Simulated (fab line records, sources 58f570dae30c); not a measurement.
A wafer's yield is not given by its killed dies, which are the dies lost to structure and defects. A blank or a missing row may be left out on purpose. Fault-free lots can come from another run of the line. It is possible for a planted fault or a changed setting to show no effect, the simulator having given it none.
Which tool is to blame? || flow berkeley_cmos170 || Sampling: 14 lots, 42 wafers, 5 of 331 route steps

WHAT THE GAUGES SHOWED, per wafer
UCB170_PSD_OVL_MEAS_07.
{"lot": "L764", "measured": "day 6 09:20", "on": "overlay-02", "PSD_OVL (nm)": "6 -5 -5"}
{"lot": "L765", "measured": "day 6 09:36", "on": "overlay-02", "PSD_OVL (nm)": "-11 -6 -8"}
{"lot": "L767", "measured": "day 7 02:49", "on": "overlay-02", "PSD_OVL (nm)": "-10 -4 -3"}
{"lot": "L768", "measured": "day 7 02:32", "on": "overlay-02", "PSD_OVL (nm)": "-6 -1 -6"}
{"lot": "L772", "measured": "day 8 16:46", "on": "overlay-02", "PSD_OVL (nm)": "8 -6 0"}
{"lot": "L773", "measured": "day 8 17:10", "on": "overlay-02", "PSD_OVL (nm)": "-13 -6 -7"}
{"lot": "L779", "measured": "day 9 07:56", "on": "overlay-01", "PSD_OVL (nm)": "4 13 -1"}
{"lot": "L781", "measured": "day 10 05:36", "on": "overlay-01", "PSD_OVL (nm)": "-1 4 -1"}
{"lot": "L784", "measured": "day 10 21:01", "on": "overlay-02", "PSD_OVL (nm)": "-4 -5 -1"}
{"lot": "L783", "measured": "day 10 21:18", "on": "overlay-01", "PSD_OVL (nm)": "5 3 8"}
{"lot": "L786", "measured": "day 11 04:22", "on": "overlay-01", "PSD_OVL (nm)": "-4 -12 -6"}
{"lot": "L787", "measured": "day 11 19:43", "on": "overlay-01", "PSD_OVL (nm)": "-1 -3 8"}

UCB170_M1_THK_MEAS_02: measures by xrf.
{"lot": "L764", "measured": "day 6 19:49", "on": "film_metro-01", "M1_AL_THK (nm)": "611 612 617"}
{"lot": "L765", "measured": "day 6 21:41", "on": "film_metro-04", "M1_AL_THK (nm)": "606 607 604"}
{"lot": "L767", "measured": "day 7 13:47", "on": "film_metro-04", "M1_AL_THK (nm)": "585 589 594"}
{"lot": "L768", "measured": "day 7 12:20", "on": "film_metro-03", "M1_AL_THK (nm)": "593 595 587"}
{"lot": "L772", "measured": "day 9 03:49", "on": "film_metro-03", "M1_AL_THK (nm)": "601 602 597"}
{"lot": "L773", "measured": "day 9 03:32", "on": "film_metro-04", "M1_AL_THK (nm)": "604 600 603"}
{"lot": "L779", "measured": "day 9 18:13", "on": "film_metro-04", "M1_AL_THK (nm)": "611 610 612"}
{"lot": "L781", "measured": "day 10 15:51", "on": "film_metro-04", "M1_AL_THK (nm)": "604 597 597"}
{"lot": "L784", "measured": "day 11 07:39", "on": "film_metro-03", "M1_AL_THK (nm)": "597 592 599"}
{"lot": "L783", "measured": "day 11 06:32", "on": "film_metro-01", "M1_AL_THK (nm)": "607 598 607"}
{"lot": "L786", "measured": "day 11 17:08", "on": "film_metro-04", "M1_AL_THK (nm)": "601 595 597"}
{"lot": "L787", "measured": "day 12 07:05", "on": "film_metro-03", "M1_AL_THK (nm)": "597 588 598"}

UCB170_M1_OVL_MEAS_10.
{"lot": "L764", "measured": "day 6 21:12", "on": "overlay-02", "M1_OVL (nm)": "3 -3 6"}
{"lot": "L765", "measured": "day 6 22:50", "on": "overlay-02", "M1_OVL (nm)": "1 4 7"}
{"lot": "L767", "measured": "day 7 15:35", "on": "overlay-02", "M1_OVL (nm)": "1 1 -2"}
{"lot": "L768", "measured": "day 7 14:03", "on": "overlay-02", "M1_OVL (nm)": "11 -8 7"}
{"lot": "L772", "measured": "day 9 04:59", "on": "overlay-02", "M1_OVL (nm)": "-4 -5 0"}
{"lot": "L773", "measured": "day 9 04:43", "on": "overlay-01", "M1_OVL (nm)": "4 0 1"}
{"lot": "L779", "measured": "day 9 20:04", "on": "overlay-01", "M1_OVL (nm)": "5 2 8"}
{"lot": "L781", "measured": "day 10 16:57", "on": "overlay-02", "M1_OVL (nm)": "8 -2 2"}
{"lot": "L784", "measured": "day 11 09:26", "on": "overlay-02", "M1_OVL (nm)": "1 11 2"}
{"lot": "L783", "measured": "day 11 08:01", "on": "overlay-02", "M1_OVL (nm)": "8 6 4"}
{"lot": "L786", "measured": "day 11 18:14", "on": "overlay-01", "M1_OVL (nm)": "11 3 10"}
{"lot": "L787", "measured": "day 12 09:02", "on": "overlay-02", "M1_OVL (nm)": "1 0 -1"}

TOOL THAT RAN EACH LOT (tool first, then ch and the chambers of the sampled wafers, then the start)
{"lot": "L764", "UCB170_PWELL_ETCH_14": "rie_diel-02 ch 0,2, day 2 20:41", "UCB170_PWELL_STRIP_16": "plasma_asher-04 ch 0,1, day 2 20:56"}
{"lot": "L765", "UCB170_PWELL_ETCH_14": "rie_diel-04 ch 2,3, day 3 00:05", "UCB170_PWELL_STRIP_16": "plasma_asher-01 ch 0, day 3 00:20"}
{"lot": "L767", "UCB170_PWELL_ETCH_14": "rie_diel-04 ch 2,3, day 3 13:03", "UCB170_PWELL_STRIP_16": "plasma_asher-02 ch 0,1, day 3 13:19"}
{"lot": "L768", "UCB170_PWELL_ETCH_14": "rie_diel-04 ch 0,1,3, day 3 18:08", "UCB170_PWELL_STRIP_16": "plasma_asher-01 ch 0,1, day 3 18:23"}
{"lot": "L772", "UCB170_PWELL_ETCH_14": "rie_diel-04 ch 0,1,3, day 4 21:29", "UCB170_PWELL_STRIP_16": "plasma_asher-02 ch 0,1, day 4 21:44"}
{"lot": "L773", "UCB170_PWELL_ETCH_14": "rie_diel-02 ch 1,2,3, day 5 00:55", "UCB170_PWELL_STRIP_16": "plasma_asher-01 ch 0,1, day 5 01:10"}
{"lot": "L774", "UCB170_PWELL_ETCH_14": "rie_diel-04 ch 0,1,3, day 5 00:58", "UCB170_PWELL_STRIP_16": "plasma_asher-04 ch 0,1, day 5 01:13"}
{"lot": "L776", "UCB170_PWELL_ETCH_14": "rie_diel-03 ch 1,2,3, day 5 11:39", "UCB170_PWELL_STRIP_16": "plasma_asher-02 ch 0,1, day 5 11:54"}
{"lot": "L779", "UCB170_PWELL_ETCH_14": "rie_diel-04 ch 0,1,2, day 5 23:14", "UCB170_PWELL_STRIP_16": "plasma_asher-01 ch 0,1, day 5 23:29"}
{"lot": "L781", "UCB170_PWELL_ETCH_14": "rie_diel-02 ch 1,3, day 6 09:00", "UCB170_PWELL_STRIP_16": "plasma_asher-01 ch 0,1, day 6 09:15"}
{"lot": "L784", "UCB170_PWELL_ETCH_14": "rie_diel-04 ch 0,2,3, day 7 05:04", "UCB170_PWELL_STRIP_16": "plasma_asher-02 ch 0,1, day 7 05:19"}
{"lot": "L783", "UCB170_PWELL_ETCH_14": "rie_diel-03 ch 2,3, day 7 05:20", "UCB170_PWELL_STRIP_16": "plasma_asher-04 ch 0, day 7 05:35"}
{"lot": "L786", "UCB170_PWELL_ETCH_14": "rie_diel-04 ch 1,2,3, day 7 16:41", "UCB170_PWELL_STRIP_16": "plasma_asher-02 ch 0,1, day 7 16:56"}
{"lot": "L787", "UCB170_PWELL_ETCH_14": "rie_diel-02 ch 1,2, day 7 21:28", "UCB170_PWELL_STRIP_16": "plasma_asher-01 ch 0,1, day 7 21:44"}
- UCB170_PWELL_ETCH_14: etches Si3N4 in CH3F/Ar/O2, stops on SiO2, target depth 242 nm, time 151 s.
- UCB170_PWELL_STRIP_16: strips in O2.

AS READ BY THE TOOLS THEMSELVES (means over the sampled wafers that have a number; for cases with no such wafer, the mark the record gives instead)
UCB170_PWELL_ETCH_14.
{"lot": "L764", "tool": "rie_diel-02", "CH3F_flow_sccm (sccm)": 19.96, "O2_flow_sccm (sccm)": 7.005, "drypump_motor_current_A (A)": 5.6, "oes_product_au (a.u.)": 0.936, "throttle_valve_pct (%)": 8.24}
{"lot": "L765", "tool": "rie_diel-04", "CH3F_flow_sccm (sccm)": 19.94, "O2_flow_sccm (sccm)": 6.959, "drypump_motor_current_A (A)": 5.1, "oes_product_au (a.u.)": 0.954, "throttle_valve_pct (%)": 7.99}
{"lot": "L767", "tool": "rie_diel-04", "CH3F_flow_sccm (sccm)": 19.94, "O2_flow_sccm (sccm)": 7.012, "drypump_motor_current_A (A)": 5.1, "oes_product_au (a.u.)": 0.951, "throttle_valve_pct (%)": 8.01}
{"lot": "L768", "tool": "rie_diel-04", "CH3F_flow_sccm (sccm)": 20.00, "O2_flow_sccm (sccm)": 6.997, "drypump_motor_current_A (A)": 6.0, "oes_product_au (a.u.)": 0.956, "throttle_valve_pct (%)": 8.04}
{"lot": "L772", "tool": "rie_diel-04", "CH3F_flow_sccm (sccm)": 20.01, "O2_flow_sccm (sccm)": 6.980, "drypump_motor_current_A (A)": 6.0, "oes_product_au (a.u.)": 0.954, "throttle_valve_pct (%)": 8.05}
{"lot": "L773", "tool": "rie_diel-02", "CH3F_flow_sccm (sccm)": 20.04, "O2_flow_sccm (sccm)": 7.005, "drypump_motor_current_A (A)": 5.7, "oes_product_au (a.u.)": 0.929, "throttle_valve_pct (%)": 8.18}
{"lot": "L774", "tool": "rie_diel-04", "CH3F_flow_sccm (sccm)": "-", "O2_flow_sccm (sccm)": "-", "drypump_motor_current_A (A)": "-", "oes_product_au (a.u.)": "-", "throttle_valve_pct (%)": "-"}
{"lot": "L776", "tool": "rie_diel-03", "CH3F_flow_sccm (sccm)": "-", "O2_flow_sccm (sccm)": "-", "drypump_motor_current_A (A)": "-", "oes_product_au (a.u.)": "-", "throttle_valve_pct (%)": "-"}
{"lot": "L779", "tool": "rie_diel-04", "CH3F_flow_sccm (sccm)": 20.00, "O2_flow_sccm (sccm)": 7.016, "drypump_motor_current_A (A)": 5.6, "oes_product_au (a.u.)": 0.940, "throttle_valve_pct (%)": 8.04}
{"lot": "L781", "tool": "rie_diel-02", "CH3F_flow_sccm (sccm)": 19.99, "O2_flow_sccm (sccm)": 7.005, "drypump_motor_current_A (A)": 5.7, "oes_product_au (a.u.)": 0.921, "throttle_valve_pct (%)": 8.13}
{"lot": "L784", "tool": "rie_diel-04", "CH3F_flow_sccm (sccm)": 19.98, "O2_flow_sccm (sccm)": 6.998, "drypump_motor_current_A (A)": 5.7, "oes_product_au (a.u.)": 0.936, "throttle_valve_pct (%)": 8.11}
{"lot": "L783", "tool": "rie_diel-03", "CH3F_flow_sccm (sccm)": 20.03, "O2_flow_sccm (sccm)": 7.000, "drypump_motor_current_A (A)": 6.0, "oes_product_au (a.u.)": 0.950, "throttle_valve_pct (%)": 8.23}
{"lot": "L786", "tool": "rie_diel-04", "CH3F_flow_sccm (sccm)": 20.00, "O2_flow_sccm (sccm)": 6.988, "drypump_motor_current_A (A)": 5.5, "oes_product_au (a.u.)": 0.928, "throttle_valve_pct (%)": 7.94}
{"lot": "L787", "tool": "rie_diel-02", "CH3F_flow_sccm (sccm)": 20.00, "O2_flow_sccm (sccm)": 7.017, "drypump_motor_current_A (A)": 5.5, "oes_product_au (a.u.)": 0.927, "throttle_valve_pct (%)": 8.19}

UCB170_PWELL_STRIP_16.
{"lot": "L764", "tool": "plasma_asher-04", "drypump_motor_current_A (A)": 5.5, "oes_product_au (a.u.)": 0.721, "strip_time_to_endpoint_s (s)": 17.99}
{"lot": "L765", "tool": "plasma_asher-01", "drypump_motor_current_A (A)": 5.4, "oes_product_au (a.u.)": 0.718, "strip_time_to_endpoint_s (s)": 18.01}
{"lot": "L767", "tool": "plasma_asher-02", "drypump_motor_current_A (A)": 6.0, "oes_product_au (a.u.)": 0.722, "strip_time_to_endpoint_s (s)": 18.08}
{"lot": "L768", "tool": "plasma_asher-01", "drypump_motor_current_A (A)": 5.4, "oes_product_au (a.u.)": 0.719, "strip_time_to_endpoint_s (s)": 18.07}
{"lot": "L772", "tool": "plasma_asher-02", "drypump_motor_current_A (A)": 6.0, "oes_product_au (a.u.)": 0.720, "strip_time_to_endpoint_s (s)": 18.01}
{"lot": "L773", "tool": "plasma_asher-01", "drypump_motor_current_A (A)": 5.3, "oes_product_au (a.u.)": 0.719, "strip_time_to_endpoint_s (s)": 17.92}
{"lot": "L774", "tool": "plasma_asher-04", "drypump_motor_current_A (A)": 5.4, "oes_product_au (a.u.)": 0.736, "strip_time_to_endpoint_s (s)": 21.67}
{"lot": "L776", "tool": "plasma_asher-02", "drypump_motor_current_A (A)": 6.0, "oes_product_au (a.u.)": 0.737, "strip_time_to_endpoint_s (s)": 21.47}
{"lot": "L779", "tool": "plasma_asher-01", "drypump_motor_current_A (A)": 5.4, "oes_product_au (a.u.)": 0.717, "strip_time_to_endpoint_s (s)": 18.00}
{"lot": "L781", "tool": "plasma_asher-01", "drypump_motor_current_A (A)": 5.3, "oes_product_au (a.u.)": 0.724, "strip_time_to_endpoint_s (s)": 17.94}
{"lot": "L784", "tool": "plasma_asher-02", "drypump_motor_current_A (A)": 6.3, "oes_product_au (a.u.)": 0.727, "strip_time_to_endpoint_s (s)": 18.04}
{"lot": "L783", "tool": "plasma_asher-04", "drypump_motor_current_A (A)": 5.4, "oes_product_au (a.u.)": 0.718, "strip_time_to_endpoint_s (s)": 17.91}
{"lot": "L786", "tool": "plasma_asher-02", "drypump_motor_current_A (A)": 6.0, "oes_product_au (a.u.)": 0.720, "strip_time_to_endpoint_s (s)": 17.99}
{"lot": "L787", "tool": "plasma_asher-01", "drypump_motor_current_A (A)": 5.3, "oes_product_au (a.u.)": 0.726, "strip_time_to_endpoint_s (s)": 17.98}

THE ANSWER, worked out from the rows above alone
Rule: the usual values come from the lots themselves. The widest of any qualifying gaps counts: lots, ordered by their means at a reading, are off when they make up no more than a third of the lots, leave a main group of 4 or more, and stand apart from it by 3 or more times the standard deviation of that group's means. A main group is skipped when, at the precision printed for the reading in the tables above, its means are all equal. Also off: a lot with no number at a reading for which 4 or more lots have one. The other lots that the step has rows for count as sound. First the gauges in route order, then the tools' own readings, where a lot's mean is used as printed above. At the first step where some lot is off, the reading lying furthest off is the one used; lots without a number count as furthest.
Off: L774, L776, at UCB170_PWELL_ETCH_14 (CH3F_flow_sccm). Without a number there: L774, L776. The main group has a mean of 19.99 sccm with a standard deviation of 0.03.
A tool fits if, at that step or a process step before it, it ran every lot that is off, and no sound lot after the first of them. None of those tried fits.

WHAT WAS PUT IN BY THE SIMULATOR
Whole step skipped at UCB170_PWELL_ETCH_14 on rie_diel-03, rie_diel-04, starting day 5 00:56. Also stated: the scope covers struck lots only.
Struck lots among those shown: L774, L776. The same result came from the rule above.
